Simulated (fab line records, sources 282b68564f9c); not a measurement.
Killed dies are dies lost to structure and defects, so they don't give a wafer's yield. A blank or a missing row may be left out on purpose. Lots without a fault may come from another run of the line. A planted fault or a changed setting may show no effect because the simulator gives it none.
fab line records | flow rit_cmos
record lots=14 wafers=42 last_day=7
route steps=202 shown ACTIVE@1 NLDD@109 NSD@158 CONTACT@172 M1@202
lots that met no fault: from a run of the same line without faults
start_h: hours from the record's first day to the start of the lot's first wafer shown | wait_h: hours since the lot's step before | " the same as in the row above | L1.1+2: a row that stands for several wafers | - no value, or no start given | * or withheld: withheld | < > ~ a bound
route shown NAME@n: a module of which the file shows steps, and the number in the route of the first | usual: mean/standard deviation of fault-free wafers | same: alike in all rows | chamber/n: place in a boat | sites: the reading at each site | _std_site: their standard deviation | _edge_site: outer sites' mean less inner sites' | radius_mm: how far each site lies from the wafer's centre | mask NAME#n: copy n | behind: the tool/chamber that last shaped the wafer | hold: why the lot was held/for how many hours/how that ended | device: the transistor (n, p or np) that didn't switch | end of line: the same wafers' tests at the end of the route | a step without rows: its recipe alone | killed: dies lost to structure and defects at the first sort, not the wafer's yield | map: a wafer's dies, x killed, . not, _ none there
set.NAME: the setting as run; set.NAME@STEP: as run at that earlier step | model.NAME: the simulator's own value behind a step, which no gauge read
steps of the route over a sample of lots; a table a step, a row a wafer
## steps
# step RIT_ACTIVE_BOW_MEAS_00
# recipe mode=bow
# usual INCOMING_BOW=0/5.6
# columns lot.wafer tool chamber start_h wait_h INCOMING_BOW[um]
L453.2 film_metro-03 - 10.02 - -2
L453.5 " - " " 13
L453.6 " - " " -4
L455.2 film_metro-03 - 20.02 - 3
L455.3 " - " " 3
L455.5 " - " " -1
L456.1 film_metro-04 - 25.00 - -4
L456.2 " - " " -13
L456.4 " - " " 2
L457.3 film_metro-02 - 30.04 - 5
L457.4 " - " " -1
L457.6 " - " " -1
L458.1 film_metro-02 - 35.00 - -2
L458.3 " - " " 7
L458.5 " - " " 7
L459.1 film_metro-02 - 40.00 - -4
L459.3 " - " " -14
L459.4 " - " " 2
L460.1 film_metro-02 - 45.00 - 2
L460.5 " - " " 0
L460.6 " - " " -2
L461.1 film_metro-04 - 50.00 - 0
L461.4 " - " " -3
L461.6 " - " " -2
L462.1 film_metro-03 - 55.00 - -2
L462.2 " - " " 1
L462.6 " - " " 4
L464.1 film_metro-02 - 65.00 - -9
L464.5 " - " " 9
L464.6 " - " " 1
L470.1 film_metro-02 - 95.00 - -2
L470.2 " - " " 0
L470.4 " - " " 8
L472.1 film_metro-03 - 105.00 - -5
L472.2 " - " " -12
L472.5 " - " " 8
L473.1 film_metro-04 - 110.00 - -4
L473.4 " - " " -1
L473.6 " - " " 2
L476.2 film_metro-03 - 125.02 - -10
L476.3 " - " " 0
L476.4 " - " " 2
# step RIT_NLDD_OVL_MEAS_06
# usual NLDD_OVL=-0.8/1.4
# columns lot.wafer tool chamber start_h wait_h NLDD_OVL[nm]
L453.2 overlay-01 - 52.13 - 1.1
L453.5 " - " " -0.3
L453.6 " - " " 1.2
L455.2 overlay-02 - 64.64 - -5.2
L455.3 " - " " -3.3
L455.5 " - " " -2.7
L456.1 overlay-01 - 68.71 - -1.7
L456.2 " - " " -1.7
L456.4 " - " " -2.1
L457.3 overlay-02 - 70.74 - -1.5
L457.4 " - " " -1.6
L457.6 " - " " -1.9
L458.1 overlay-01 - 73.12 - 1.3
L458.3 " - " " -0.6
L458.5 " - " " 0.7
L459.1 overlay-02 - 81.59 - 0.3
L459.3 " - " " -1.4
L459.4 " - " " -1.9
L460.1 overlay-02 - 87.65 - -0.5
L460.5 " - " " 1.1
L460.6 " - " " 1.3
L461.1 overlay-02 - 91.83 - 1.0
L461.4 " - " " -1.1
L461.6 " - " " 1.3
L462.1 overlay-02 - 96.09 - 2.2
L462.2 " - " " 3.2
L462.6 " - " " 1.3
L464.1 overlay-01 - 106.13 - -2.3
L464.5 " - " " -0.5
L464.6 " - " " -1.0
L470.1 overlay-02 - 131.54 - -0.4
L470.2 " - " " -0.2
L470.4 " - " " 1.9
L472.1 overlay-01 - 141.08 - -2.3
L472.2 " - " " -1.9
L472.5 " - " " -1.6
L473.1 overlay-02 - 145.04 - -0.9
L473.4 " - " " -1.7
L473.6 " - " " -1.9
L476.2 overlay-02 - 162.82 - -1.5
L476.3 " - " " -0.8
L476.4 " - " " -0.6
# step RIT_SDANNEAL_RS_MEAS_05
# recipe thk_meas_gauge=four-point-probe
# usual NSD_RS=84.8/0.32
# columns lot.wafer tool chamber start_h wait_h NSD_RS[ohm/sq]
L453.2 film_metro-04 - 60.49 0.1 84.5
L453.5 " - " " 84.8
L453.6 " - " " 84.7
L455.2 film_metro-03 - 73.01 0.1 85.1
L455.3 " - " " 84.9
L455.5 " - " " 84.9
L456.1 film_metro-04 - 76.90 0.1 84.2
L456.2 " - " " 84.3
L456.4 " - " " 84.2
L457.3 film_metro-02 - 79.13 0.1 84.8
L457.4 " - " " 84.9
L457.6 " - " " 84.6
L458.1 film_metro-02 - 81.93 0.1 84.5
L458.3 " - " " 84.5
L458.5 " - " " 84.4
L459.1 film_metro-03 - 89.67 0.1 84.6
L459.3 " - " " 84.6
L459.4 " - " " 84.3
L460.1 film_metro-04 - 95.84 0.1 84.7
L460.5 " - " " 84.6
L460.6 " - " " 84.9
L461.1 film_metro-04 - 99.97 0.1 85.0
L461.4 " - " " 85.1
L461.6 " - " " 84.6
L462.1 film_metro-02 - 104.28 0.1 84.5
L462.2 " - " " 84.5
L462.6 " - " " 84.9
L464.1 film_metro-03 - 114.41 0.1 84.7
L464.5 " - " " 84.9
L464.6 " - " " 84.3
L470.1 film_metro-03 - 140.23 0.1 85.4
L470.2 " - " " 85.4
L470.4 " - " " 85.6
L472.1 film_metro-04 - 149.71 0.1 84.8
L472.2 " - " " 85.0
L472.5 " - " " 84.8
L473.1 film_metro-04 - 153.45 0.1 84.7
L473.4 " - " " 85.1
L473.6 " - " " 84.8
L476.2 film_metro-04 - 172.12 0.1 84.8
L476.3 " - " " 85.0
L476.4 " - " " 84.8
# step RIT_CONTACT_SOFTBAKE_04
# recipe resist=NOVOLAK temp_c=90 time_s=60
# usual heater_power_total_W=34.56/0.051 plate_temp_C=89.99/0.11
# columns lot.wafer tool chamber start_h wait_h heater_power_total_W plate_temp_C
L453.2 litho_track-02 0 61.83 0.1 34.49 89.96
L453.5 " 0 " " 34.63 90.06
L453.6 " 0 " " 34.50 90.17
L455.2 litho_track-01 0 74.46 0.1 34.61 90.01
L455.3 " 0 " " 34.53 89.93
L455.5 " 0 " " 34.52 89.92
L456.1 litho_track-02 0 78.19 0.1 34.48 89.94
L456.2 " 0 " " 34.60 90.13
L456.4 " 0 " " 34.56 90.04
L457.3 litho_track-01 0 80.43 0.1 34.61 90.02
L457.4 " 0 " " 34.57 90.00
L457.6 " 0 " " 34.57 90.00
L458.1 litho_track-01 0 83.31 0.1 34.62 90.02
L458.3 " 0 " " 34.54 89.95
L458.5 " 0 " " 34.63 90.02
L459.1 litho_track-01 0 90.99 0.1 34.66 90.07
L459.3 " 0 " " 34.57 89.92
L459.4 " 0 " " 34.63 90.13
L460.1 litho_track-02 0 97.14 0.1 34.55 90.15
L460.5 " 0 " " 34.54 89.94
L460.6 " 0 " " 34.70 89.93
L461.1 litho_track-01 0 101.29 0.1 34.95 90.81
L461.4 " 0 " " 35.03 90.88
L461.6 " 0 " " 35.05 90.84
L462.1 litho_track-04 0 105.69 0.1 34.46 90.10
L462.2 " 0 " " 34.60 89.96
L462.6 " 0 " " 34.56 90.14
L464.1 litho_track-01 0 115.72 0.1 35.07 90.87
L464.5 " 0 " " 35.02 90.77
L464.6 " 0 " " 34.93 90.67
L470.1 litho_track-04 0 141.52 0.1 34.60 89.91
L470.2 " 0 " " 34.55 90.12
L470.4 " 0 " " 34.49 90.01
L472.1 litho_track-02 0 151.00 0.1 34.57 90.04
L472.2 " 0 " " 34.59 90.17
L472.5 " 0 " " 34.58 89.95
L473.1 litho_track-02 0 154.73 0.1 34.52 90.02
L473.4 " 0 " " 34.55 90.07
L473.6 " 0 " " 34.61 90.13
L476.2 litho_track-02 0 173.49 0.1 34.54 90.12
L476.3 " 0 " " 34.47 90.01
L476.4 " 0 " " 34.70 90.05
# step RIT_M1_PROBE_99
# usual killed_at_contacts=0.1/0.24 killed_at_front_end=7/3.2 killed_dies=7/3.2 killed_open=3.4/2 killed_short=3.5/2.2
# same gross_dies=264 killed_at_M0_to_M3=0 killed_at_M4_up=0 killed_at_back_side=0 killed_at_other=0
# columns lot.wafer tool chamber start_h wait_h killed_at_contacts killed_at_front_end killed_dies killed_open killed_short
L456.1 prober-01 - 84.45 0.1 0 4 4 3 1
L456.2 prober-01 - 84.50 0.1 0 2 2 2 0
L456.4 prober-01 - 84.60 0.2 0 4 4 3 1
L457.3 prober-02 - 86.58 0.2 0 8 8 5 3
L457.4 prober-02 - 86.63 0.2 0 11 11 5 6
L457.6 prober-02 - 86.73 0.2 0 12 12 6 6
L458.1 prober-01 - 89.50 0.1 0 5 5 3 2
L458.3 prober-01 - 89.60 0.2 0 6 6 2 4
L458.5 prober-01 - 89.70 0.2 1 3 4 3 1
L459.1 prober-02 - 97.00 0.1 0 8 8 2 6
L459.3 prober-02 - 97.10 0.2 0 12 12 6 6
L459.4 prober-02 - 97.15 0.2 0 10 10 4 6
L461.1 prober-02 - 107.39 0.1 0 6 6 4 2
L461.4 prober-02 - 107.54 0.2 0 4 4 2 2
L461.6 prober-02 - 107.64 0.2 0 7 7 7 0
L476.2 prober-01 - 179.55 0.1 0 8 8 1 7
L476.3 prober-01 - 179.60 0.2 0 2 2 2 0
L476.4 prober-01 - 179.65 0.2 0 3 3 2 1
# killed by level:class
L456.1 GATE:geometric_particle:open=1 REOX:geometric_particle:short=1 REOX:geometric_particle:open=1 SPACER:geometric_particle:open=1
L456.2 GATE:geometric_particle:open=1 SPACER:geometric_particle:open=1
L456.4 FOX1:geometric_particle:open=1 GATE:geometric_particle:open=1 SPACER:geometric_particle:short=1 SILICIDE:geometric_particle:open=1
L457.3 GATE:geometric_particle:short=2 GATE:geometric_particle:open=2 FOX1:geometric_particle:open=1 FOX2:geometric_particle:open=1 REOX:geometric_particle:open=1 SPACER:geometric_particle:short=1
L457.4 SPACER:geometric_particle:short=3 FOX2:geometric_particle:short=2 SPACER:geometric_particle:open=2 GATE:geometric_particle:short=1 GATE:geometric_particle:open=1 REOX:geometric_particle:open=1 SILICIDE:geometric_particle:open=1
L457.6 SPACER:geometric_particle:open=4 SILICIDE:geometric_particle:short=3 FOX1:geometric_particle:open=1 FOX2:geometric_particle:short=1 GATE:geometric_particle:open=1 REOX:geometric_particle:short=1 SPACER:geometric_particle:short=1
L458.1 FOX1:geometric_particle:short=1 FOX1:geometric_particle:open=1 GATE:geometric_particle:short=1 GATE:geometric_particle:open=1 SPACER:geometric_particle:open=1
L458.3 SILICIDE:geometric_particle:short=3 FOX2:geometric_particle:open=1 REOX:geometric_particle:short=1 SILICIDE:geometric_particle:open=1
L458.5 FOX1:geometric_particle:short=1 SPACER:geometric_particle:open=1 SILICIDE:geometric_particle:open=1 CONTACT:geometric_particle:open=1
L459.1 GATE:geometric_particle:short=4 GATE:geometric_particle:open=2 FOX2:geometric_particle:short=1 REOX:geometric_particle:short=1
L459.3 GATE:geometric_particle:open=6 GATE:geometric_particle:short=3 REOX:geometric_particle:short=1 SPACER:geometric_particle:short=1 SILICIDE:geometric_particle:short=1
L459.4 GATE:geometric_particle:short=3 FOX1:geometric_particle:short=2 GATE:geometric_particle:open=2 FOX2:geometric_particle:open=1 REOX:geometric_particle:open=1 REOX:geometric_particle:short=1
L461.1 SPACER:geometric_particle:open=3 SPACER:geometric_particle:short=2 GATE:geometric_particle:open=1
L461.4 GATE:geometric_particle:short=2 GATE:geometric_particle:open=1 SPACER:geometric_particle:open=1
L461.6 SPACER:geometric_particle:open=3 GATE:geometric_particle:open=2 FOX1:geometric_particle:open=1 SILICIDE:geometric_particle:open=1
L476.2 GATE:geometric_particle:short=5 FOX1:geometric_particle:short=2 GATE:geometric_particle:open=1
L476.3 FOX2:geometric_particle:open=1 GATE:geometric_particle:open=1
L476.4 FOX2:geometric_particle:short=1 REOX:geometric_particle:open=1 STARTING-WAFER:geometric_particle:open=1
## key
first_sign step=RIT_CONTACT_SOFTBAKE_04 reading=heater_power_total_W direction=up sigmas=8.6 usual=34.56 struck=35.01
effect step=RIT_CONTACT_SOFTBAKE_04 reading=plate_temp_C direction=up sigmas=7.4 usual=* struck=*
met_at RIT_CONTACT_SOFTBAKE_04
struck_lots L461,L464
tester_left_out L461,L464
not_acting_at RIT_ACTIVE_BOW_MEAS_00,RIT_NLDD_OVL_MEAS_06,RIT_SDANNEAL_RS_MEAS_05
onset_between 90.99 101.29
fault kind=process_parameter_drift tool=litho_track-01 chamber=- onset_h=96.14 steps=RIT_CONTACT_SOFTBAKE_04 channel=temp_c offset=* shape=step end_h=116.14 acts_in=* stated=*
# tester_left_out: of these lots the tester's yield and bins aren't shown, on N5 and GAA mostly nor the transistor test; their killed dies are dies lost to structure and defects alone, not to doping, threshold or leakage, so they don't give the yield
